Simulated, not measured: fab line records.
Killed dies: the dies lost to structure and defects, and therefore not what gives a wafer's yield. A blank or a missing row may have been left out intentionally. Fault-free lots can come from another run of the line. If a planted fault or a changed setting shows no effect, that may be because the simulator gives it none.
Which of the tools did it? || flow berkeley-cmos170 || 18 wafers from 6 lots sampled at 2 of the route's 331 steps

== WHAT EACH GAUGE READ, for each wafer ==
UCB170_PSD_TW_MEAS_10.
{"lot": "L759", "measured": "day 7 22:14", "on": "film-metro-01", "PSD_TW": "2346 2346 2333"}
{"lot": "L760", "measured": "day 7 22:36", "on": "film-metro-03", "PSD_TW": "2316 2325 2318"}
{"lot": "L762", "measured": "day 8 17:05", "on": "film-metro-03", "PSD_TW": "2331 2337 2333"}
{"lot": "L765", "measured": "day 9 15:10", "on": "film-metro-03", "PSD_TW": "2326 2339 2338"}
{"lot": "L768", "measured": "day 9 15:34", "on": "film-metro-03", "PSD_TW": "2345 2336 2336"}
{"lot": "L780", "measured": "day 12 11:58", "on": "film-metro-03", "PSD_TW": "2345 2317 2323"}

== TOOL THAT RAN EACH LOT (tool first, then ch and the chambers of the sampled wafers, then the start) ==
{"lot": "L759", "UCB170_NVT_CLEAN_10": "wet-bench-01 ch 2, day 6 15:08"}
{"lot": "L760", "UCB170_NVT_CLEAN_10": "wet-bench-01 ch 1, day 6 15:29"}
{"lot": "L762", "UCB170_NVT_CLEAN_10": "wet-bench-03 ch 1, day 7 09:41"}
{"lot": "L765", "UCB170_NVT_CLEAN_10": "wet-bench-01 ch 0, day 8 05:29"}
{"lot": "L768", "UCB170_NVT_CLEAN_10": "wet-bench-03 ch 0, day 8 13:16"}
{"lot": "L780", "UCB170_NVT_CLEAN_10": "wet-bench-02 ch 0, day 11 05:08"}
- UCB170_NVT_CLEAN_10: cleans in SPM, time 600 s.

== THE ANSWER, worked out from the rows above alone ==
Rule: usual is defined by the lots themselves. The widest of any qualifying gaps counts: lots, ordered by their means at a reading, are off when they make up no more than a third of the lots, leave a main group of 4 or more, and stand apart from it by 3 or more times the standard deviation of that group's means. If all means in a main group match to the digits the tables above print for the reading, that group is not used. A lot without any number at a reading at which 4 lots or more have one is off too. All remaining lots with rows at the step are treated as sound.
Across all readings shown, no lot is off: no conclusion can be drawn from this.

== WHAT HAD BEEN PUT IN BY THE SIMULATOR ==
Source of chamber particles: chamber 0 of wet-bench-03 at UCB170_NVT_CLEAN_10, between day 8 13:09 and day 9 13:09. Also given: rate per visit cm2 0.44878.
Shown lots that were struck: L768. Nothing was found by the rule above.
